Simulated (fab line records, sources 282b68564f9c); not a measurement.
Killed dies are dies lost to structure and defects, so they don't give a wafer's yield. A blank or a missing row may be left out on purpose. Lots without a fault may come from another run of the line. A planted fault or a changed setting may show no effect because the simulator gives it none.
fab line records | flow rit_cmos
record lots=6 wafers=18 last_day=7
route steps=202 shown FOX2@24 NWELL@28 PWELL@39 WELLDRIVE@50
lots that met no fault: from a run of the same line without faults
start_h: hours from the record's first day to the start of the lot's first wafer shown | wait_h: hours since the lot's step before | " the same as in the row above | L1.1+2: a row that stands for several wafers | - no value, or no start given | * or withheld: withheld | < > ~ a bound
route shown NAME@n: a module of which the file shows steps, and the number in the route of the first | usual: mean/standard deviation of fault-free wafers | same: alike in all rows | chamber/n: place in a boat | sites: the reading at each site | _std_site: their standard deviation | _edge_site: outer sites' mean less inner sites' | radius_mm: how far each site lies from the wafer's centre | mask NAME#n: copy n | behind: the tool/chamber that last shaped the wafer | hold: why the lot was held/for how many hours/how that ended | device: the transistor (n, p or np) that didn't switch | end of line: the same wafers' tests at the end of the route | a step without rows: its recipe alone | killed: dies lost to structure and defects at the first sort, not the wafer's yield | map: a wafer's dies, x killed, . not, _ none there
set.NAME: the setting as run; set.NAME@STEP: as run at that earlier step | model.NAME: the simulator's own value behind a step, which no gauge read
lots at some steps of the route; a table a step, a row a wafer
services: from which hour (start_h, from the record's first day; less than 0 if before it) a tool's chamber was out of use, for how many hours, and why
## steps
# step RIT_FOX2_THK_MEAS_01
# recipe reads=SiO2_of_FOX2_OXIDATION_00
# usual FOX2_OXIDE_THK=353/5.2
# columns lot.wafer tool chamber start_h wait_h FOX2_OXIDE_THK[nm]
L965.2 film_metro-02 - 36.28 0.0 354
L965.3 " - " " 355
L965.5 " - " " 353
L970.1 film_metro-03 - 63.39 0.0 352
L970.3 " - " " 343
L970.4 " - " " 348
L971.2 film_metro-04 - 66.47 0.0 351
L971.5 " - " " 349
L971.6 " - " " 353
L983.1 film_metro-03 - 124.55 0.0 359
L983.2 " - " " 352
L983.5 " - " " 354
L984.2 film_metro-02 - 129.73 0.0 349
L984.5 " - " " 360
L984.6 " - " " 364
L985.2 film_metro-04 - 137.45 0.0 358
L985.3 " - " " 355
L985.6 " - " " 355
# step RIT_FOX2_CLEAN_02
# recipe chemistry=dHF dilution=50:1 time_s=180
# step RIT_FOX2_WET_ETCH_03
# recipe chemistry=H3PO4 target=Si3N4 target_depth_nm=195 temp_c=165 time_s=2700
# step RIT_FOX2_THK_MEAS_90
# recipe reads=SiO2_of_FOX2_OXIDATION_00
# usual FIELD_OXIDE_LEFT_1_THK=326/5.3
# columns lot.wafer tool chamber start_h wait_h FIELD_OXIDE_LEFT_1_THK[nm]
L965.2 film_metro-02 - 37.23 0.0 327
L965.3 " - " " 328
L965.5 " - " " 326
L970.1 film_metro-03 - 64.27 0.0 324
L970.3 " - " " 316
L970.4 " - " " 320
L971.2 film_metro-04 - 67.34 0.0 323
L971.5 " - " " 322
L971.6 " - " " 325
L983.1 film_metro-03 - 125.65 0.0 332
L983.2 " - " " 326
L983.5 " - " " 328
L984.2 film_metro-04 - 130.61 0.0 322
L984.5 " - " " 332
L984.6 " - " " 337
L985.2 film_metro-02 - 138.40 0.0 331
L985.3 " - " " 327
L985.6 " - " " 327
# step RIT_NWELL_HMDS_00
# recipe prime_time_s=60 prime_temp_c=140
# step RIT_NWELL_COAT_01
# recipe resist=NOVOLAK spin_rpm=2000 resist_thk_nm=1300
# step RIT_NWELL_SOFTBAKE_02
# recipe resist=NOVOLAK temp_c=90 time_s=60
# step RIT_NWELL_EXPOSE_03
# recipe mask_id=M2 na=0.57 target_cd_nm=43900 dose_mj=250
# step RIT_NWELL_PEB_04
# recipe resist=NOVOLAK temp_c=withheld time_s=withheld
# step RIT_NWELL_DEVELOP_05
# recipe resist=NOVOLAK develop_time_s=68 dev_temp_c=23
# step RIT_NWELL_OVL_MEAS_06
# usual NWELL_OVL=0.5/1.4
# columns lot.wafer tool chamber start_h wait_h NWELL_OVL[nm]
L965.2 overlay-02 - 38.16 - -0.2
L965.3 " - " " 0.1
L965.5 " - " " 1.3
L970.1 overlay-02 - 65.33 - 0.8
L970.3 " - " " 1.6
L970.4 " - " " 1.6
L971.2 overlay-01 - 68.41 - -2.4
L971.5 " - " " -0.9
L971.6 " - " " -1.1
L983.1 overlay-01 - 126.61 - -1.3
L983.2 " - " " -1.4
L983.5 " - " " -2.1
L984.2 overlay-01 - 131.67 - 0.2
L984.5 " - " " 0.2
L984.6 " - " " 1.1
L985.2 overlay-01 - 139.33 - -0.6
L985.3 " - " " -0.7
L985.6 " - " " 1.7
# step RIT_NWELL_HARDBAKE_07
# recipe resist=NOVOLAK temp_c=140 time_s=120
# step RIT_NWELL_IMPLANT_08
# recipe species=P energy_kev=170 dose_cm2=5e+13 tilt_deg=7
# usual dose_ions_cm2=5.001e+13/5.4e+10 faraday_current_uA=158/3.1
# columns lot.wafer tool chamber start_h wait_h dose_ions_cm2 faraday_current_uA
L965.2 implanter-04 0 38.47 0.2 4.997e+13 153
L965.3 " 0 " " 5.004e+13 154
L965.5 " 0 " " 5.004e+13 156
L970.1 implanter-01 0 65.62 0.2 4.995e+13 157
L970.3 " 0 " " 4.995e+13 160
L970.4 " 0 " " 4.996e+13 159
L971.2 implanter-02 0 68.71 0.2 4.996e+13 155
L971.5 " 0 " " 4.998e+13 161
L971.6 " 0 " " 4.997e+13 159
L983.1 implanter-04 0 126.90 0.2 5.807e+13 187
L983.2 " 0 " " 5.797e+13 185
L983.5 " 0 " " 5.803e+13 182
L984.2 implanter-04 0 131.97 0.2 5.811e+13 181
L984.5 " 0 " " 5.796e+13 185
L984.6 " 0 " " 5.808e+13 186
L985.2 implanter-01 0 139.64 0.2 5.002e+13 160
L985.3 " 0 " " 4.997e+13 160
L985.6 " 0 " " 5.003e+13 156
# step RIT_NWELL_STRIP_09
# recipe chemistry=O2 time_s=180 resist=NOVOLAK platen_temp_c=withheld power_w=500 pressure_mtorr=4000 o2_flow_sccm=4000
# usual drypump_motor_current_A=5.6/0.33
# columns lot.wafer tool chamber start_h wait_h drypump_motor_current_A rf_hours_counter_h
L965.2 plasma_asher-04 0 38.59 0.1 5.4 40
L965.3 " 0 " " 5.5 -
L965.5 " 1 " " 6.5 -
L970.1 plasma_asher-04 0 65.77 0.1 5.5 43
L970.3 " 0 " " 5.4 -
L970.4 " 1 " " 6.5 -
L971.2 plasma_asher-03 1 68.84 0.1 5.4 26
L971.5 " 0 " " 5.5 -
L971.6 " 1 " " 5.4 -
L983.1 plasma_asher-01 0 127.05 0.1 5.9 50
L983.2 " 1 " " 5.4 50
L983.5 " 0 " " 5.9 -
L984.2 plasma_asher-01 0 132.10 0.1 5.9 51
L984.5 " 1 " " 5.4 -
L984.6 " 0 " " 5.9 -
L985.2 plasma_asher-01 1 139.76 0.1 5.4 52
L985.3 " 1 " " 5.4 -
L985.6 " 0 " " 5.9 -
# step RIT_NWELL_TW_MEAS_10
# usual NWELL_TW=2148/16
# columns lot.wafer tool chamber start_h wait_h NWELL_TW
L965.2 film_metro-04 - 38.78 0.1 2142
L965.3 " - " " 2129
L965.5 " - " " 2144
L970.1 film_metro-01 - 65.94 0.1 2141
L970.3 " - " " 2145
L970.4 " - " " 2156
L971.2 film_metro-03 - 69.02 0.1 2157
L971.5 " - " " 2168
L971.6 " - " " 2170
L983.1 film_metro-03 - 127.22 0.1 2277
L983.2 " - " " 2277
L983.5 " - " " 2276
L984.2 film_metro-04 - 132.28 0.1 2214
L984.5 " - " " 2199
L984.6 " - " " 2218
L985.2 film_metro-01 - 139.95 0.1 2140
L985.3 " - " " 2137
L985.6 " - " " 2144
# step RIT_PWELL_HMDS_00
# recipe prime_time_s=60 prime_temp_c=140
# step RIT_PWELL_COAT_01
# recipe resist=NOVOLAK spin_rpm=2000 resist_thk_nm=1300
# step RIT_PWELL_SOFTBAKE_02
# recipe resist=NOVOLAK temp_c=90 time_s=60
# step RIT_PWELL_EXPOSE_03
# recipe mask_id=M3 na=0.57 target_cd_nm=43700 dose_mj=250
# step RIT_PWELL_PEB_04
# recipe resist=NOVOLAK temp_c=withheld time_s=withheld
# step RIT_PWELL_DEVELOP_05
# recipe resist=NOVOLAK develop_time_s=68 dev_temp_c=23
# step RIT_PWELL_OVL_MEAS_06
# usual PWELL_OVL=0.9/1.6
# columns lot.wafer tool chamber start_h wait_h PWELL_OVL[nm]
L965.2 overlay-02 - 39.79 - 3.1
L965.3 " - " " 1.4
L965.5 " - " " 1.6
L970.1 overlay-02 - 66.88 - 1.3
L970.3 " - " " 2.3
L970.4 " - " " 0.8
L971.2 overlay-02 - 70.08 - 1.7
L971.5 " - " " 0.3
L971.6 " - " " 0.4
L983.1 overlay-01 - 128.35 - 1.4
L983.2 " - " " 0.9
L983.5 " - " " 2.0
L984.2 overlay-02 - 133.35 - 1.2
L984.5 " - " " 0.5
L984.6 " - " " 0.0
L985.2 overlay-02 - 141.01 - 3.2
L985.3 " - " " 3.0
L985.6 " - " " 1.1
# step RIT_PWELL_HARDBAKE_07
# recipe resist=NOVOLAK temp_c=140 time_s=120
# step RIT_PWELL_IMPLANT_08
# recipe species=B energy_kev=170 dose_cm2=7e+13 tilt_deg=7
# step RIT_PWELL_STRIP_09
# recipe chemistry=O2 time_s=180 resist=NOVOLAK platen_temp_c=withheld power_w=500 pressure_mtorr=4000 o2_flow_sccm=4000
# usual drypump_motor_current_A=5.7/0.3
# columns lot.wafer tool chamber start_h wait_h drypump_motor_current_A rf_hours_counter_h
L965.2 plasma_asher-04 0 40.22 0.1 5.5 40
L965.3 " 0 " " 5.5 -
L965.5 " 1 " " 6.4 -
L970.1 plasma_asher-03 1 67.32 0.1 5.4 26
L970.3 " 1 " " 5.4 -
L970.4 " 0 " " 5.5 -
L971.2 plasma_asher-04 0 70.51 0.1 5.5 43
L971.5 " 1 " " 6.5 -
L971.6 " 0 " " 5.5 -
L983.1 plasma_asher-03 1 128.79 0.1 5.4 34
L983.2 " 0 " " 5.5 34
L983.5 " 0 " " 5.5 -
L984.2 plasma_asher-02 1 133.78 0.1 5.7 52
L984.5 " 1 " " 5.8 -
L984.6 " 0 " " 5.6 -
L985.2 plasma_asher-03 0 141.44 0.1 5.5 35
L985.3 " 1 " " 5.4 -
L985.6 " 1 " " 5.4 -
# step RIT_PWELL_TW_MEAS_10
# usual PWELL_TW=955/6.6
# columns lot.wafer tool chamber start_h wait_h PWELL_TW
L965.2 film_metro-03 - 40.40 0.1 960
L965.3 " - " " 961
L965.5 " - " " 961
L970.1 film_metro-03 - 67.49 0.1 959
L970.3 " - " " 956
L970.4 " - " " 959
L971.2 film_metro-04 - 70.70 0.1 948
L971.5 " - " " 941
L971.6 " - " " 945
L983.1 film_metro-04 - 128.96 0.1 936
L983.2 " - " " 935
L983.5 " - " " 943
L984.2 film_metro-03 - 133.96 0.1 966
L984.5 " - " " 960
L984.6 " - " " 963
L985.2 film_metro-01 - 141.62 0.1 951
L985.3 " - " " 952
L985.6 " - " " 953
# step RIT_WELLDRIVE_ANNEAL_00
# recipe temp_c=1100 time_s=14700 ambient=N2
# step RIT_WELLDRIVE_RS_MEAS_01
# recipe thk_meas_gauge=four-point-probe
# usual NWELL_RS=275.5/0.92
# columns lot.wafer tool chamber start_h wait_h NWELL_RS[ohm/sq]
L965.2 film_metro-04 - 47.43 0.0 274.6
L965.3 " - " " 275.6
L965.5 " - " " 275.4
L970.1 film_metro-01 - 73.56 0.0 276.4
L970.3 " - " " 276.0
L970.4 " - " " 275.6
L971.2 film_metro-04 - 78.47 0.0 275.8
L971.5 " - " " 276.5
L971.6 " - " " 274.9
L983.1 film_metro-03 - 134.80 0.0 251.6
L983.2 " - " " 251.8
L983.5 " - " " 252.5
L984.2 film_metro-01 - 140.28 0.0 253.7
L984.5 " - " " 253.3
L984.6 " - " " 253.3
L985.2 film_metro-04 - 147.55 0.0 275.1
L985.3 " - " " 275.0
L985.6 " - " " 275.2
# step RIT_WELLDRIVE_RS_MEAS_02
# recipe thk_meas_gauge=four-point-probe
# usual PWELL_RS=429.3/1.2
# columns lot.wafer tool chamber start_h wait_h PWELL_RS[ohm/sq]
L965.2 film_metro-04 - 47.55 0.1 427.1
L965.3 " - " " 427.9
L965.5 " - " " 427.2
L970.1 film_metro-01 - 73.68 0.1 428.9
L970.3 " - " " 429.7
L970.4 " - " " 430.6
L971.2 film_metro-04 - 78.59 0.1 428.8
L971.5 " - " " 428.8
L971.6 " - " " 427.7
L983.1 film_metro-03 - 134.92 0.1 428.8
L983.2 " - " " 429.7
L983.5 " - " " 429.9
L984.2 film_metro-01 - 140.40 0.1 429.2
L984.5 " - " " 431.2
L984.6 " - " " 430.9
L985.2 film_metro-04 - 147.67 0.1 427.8
L985.3 " - " " 428.8
L985.6 " - " " 428.3
## services
# columns tool chamber start_h hours kind
implanter-02 - 48.99 2.3 repair
plasma_asher-04 - 78.79 21.3 repair
implanter-02 - 82.65 2.4 pm
implanter-01 - 83.39 10.1 repair
implanter-02 - 96.48 5.3 repair
plasma_asher-04 - 108.75 9.0 pm
plasma_asher-04 0 108.75 9.0 vent_cycle
plasma_asher-04 1 108.75 9.0 vent_cycle
plasma_asher-04 0 117.75 - clean
plasma_asher-04 1 117.75 - clean
plasma_asher-02 - 126.35 4.3 pm
## key
first_sign step=RIT_NWELL_IMPLANT_08 reading=dose_ions_cm2 direction=up sigmas=99+ usual=5.001e+13 struck=5.804e+13
effect step=RIT_NWELL_IMPLANT_08 reading=faraday_current_uA direction=up sigmas=8.5 usual=158 struck=185
effect step=RIT_NWELL_TW_MEAS_10 reading=NWELL_TW direction=up sigmas=5.8 usual=2148 struck=2243
effect step=RIT_WELLDRIVE_RS_MEAS_01 reading=NWELL_RS direction=down sigmas=25 usual=275.5 struck=252.7
met_at RIT_NWELL_IMPLANT_08
struck_wafers L983.1,L983.2,L983.5,L984.2,L984.5,L984.6
tester_left_out L983,L984
onset_between 38.47 126.90
fault kind=process_parameter_drift tool=implanter-04 chamber=- onset_h=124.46 steps=RIT_NWELL_IMPLANT_08 channel=dose_cm2 offset=8e+12 shape=step end_h=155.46 acts_in=these_recipes_only stated=5e+13
# tester_left_out: of these lots the tester's yield and bins aren't shown, on N5 and GAA mostly nor the transistor test; their killed dies are dies lost to structure and defects alone, not to doping, threshold or leakage, so they don't give the yield
